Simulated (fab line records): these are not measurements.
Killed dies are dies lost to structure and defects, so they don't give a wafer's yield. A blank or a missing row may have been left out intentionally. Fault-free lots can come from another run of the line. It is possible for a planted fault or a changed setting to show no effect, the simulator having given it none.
Chamber matching	flow berkeley_cmos170	UCB170_NWELL_ETCH_13 on rie_diel-02 has 4 sister chambers
The step etches Si3N4 in CH3F/Ar/O2, stops on SiO2, target depth 246.4 nm, time 154 s. 14 wafers are shown with their chamber, then 7 later ones without.

== WAFERS WITH THEIR CHAMBER ==
wafer	chamber	throttle_valve_pct (%)	oes_product_au (a.u.)	O2_flow_sccm (sccm)
L144.1	1	7.94	0.945	7.013
L144.3	2	7.96	0.976	6.997
L144.6	0	7.94	0.936	6.993
L145.1	0	7.92	0.940	6.972
L145.2	2	7.97	0.976	6.986
L145.5	1	7.95	0.938	7.006
L149.3	1	7.94	0.929	7.026
L149.4	0	7.93	0.941	7.036
L149.5	2	7.96	0.976	7.009
L153.1	0	7.92	0.948	7.006
L153.5	0	7.92	0.938	6.992
L153.6	1	7.94	0.938	7.009
L158.1	3	8.01	0.938	7.004
L158.4	2	7.96	0.974	7.051

SIGNATURES (averages over the wafers above)
reading	chamber 0	chamber 1	chamber 2	chamber 3	scatter within a chamber
throttle_valve_pct	7.9260	7.9425	7.9625	8.0100	0.00686
oes_product_au	0.94060	0.93750	0.97550	0.93800	0.00464
O2_flow_sccm	6.99980	7.01350	7.01075	7.00400	0.0221
Rule: distance of a wafer from a chamber = root of the sum over the readings of ((wafer's reading minus chamber's mean) / reading's scatter) squared. If the next closest chamber is less than 2 further off than the closest, the wafer can't be placed; otherwise it belongs to the closest. How the scatter is found: for the shown wafers, subtract from each reading the mean of its chamber, square and add these, divide the total by (wafers less chambers), then take the root.

== WAFERS WITHOUT THEIR CHAMBER ==
wafer	throttle_valve_pct (%)	oes_product_au (a.u.)	O2_flow_sccm (sccm)
L158.5	7.99	0.927	7.001
L159.2	7.93	0.935	7.019
L159.4	7.92	0.940	6.984
L159.5	7.99	0.945	6.946
L161.2	7.99	0.978	6.987
L161.4	7.99	0.947	6.993
L161.5	7.91	0.940	7.020

== EACH ONE'S CHAMBER ==
wafer	from the rows above	in truth
L158.5	3	3
L159.2	can't be placed: 0 or 1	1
L159.4	0	0
L159.5	3	3
L161.2	2	2
L161.4	3	3
L161.5	0	0
Correctly placed: 6 of 7. Not placeable from these rows: 1 (in 1, the candidates include the true chamber). Wrongly placed: 0.
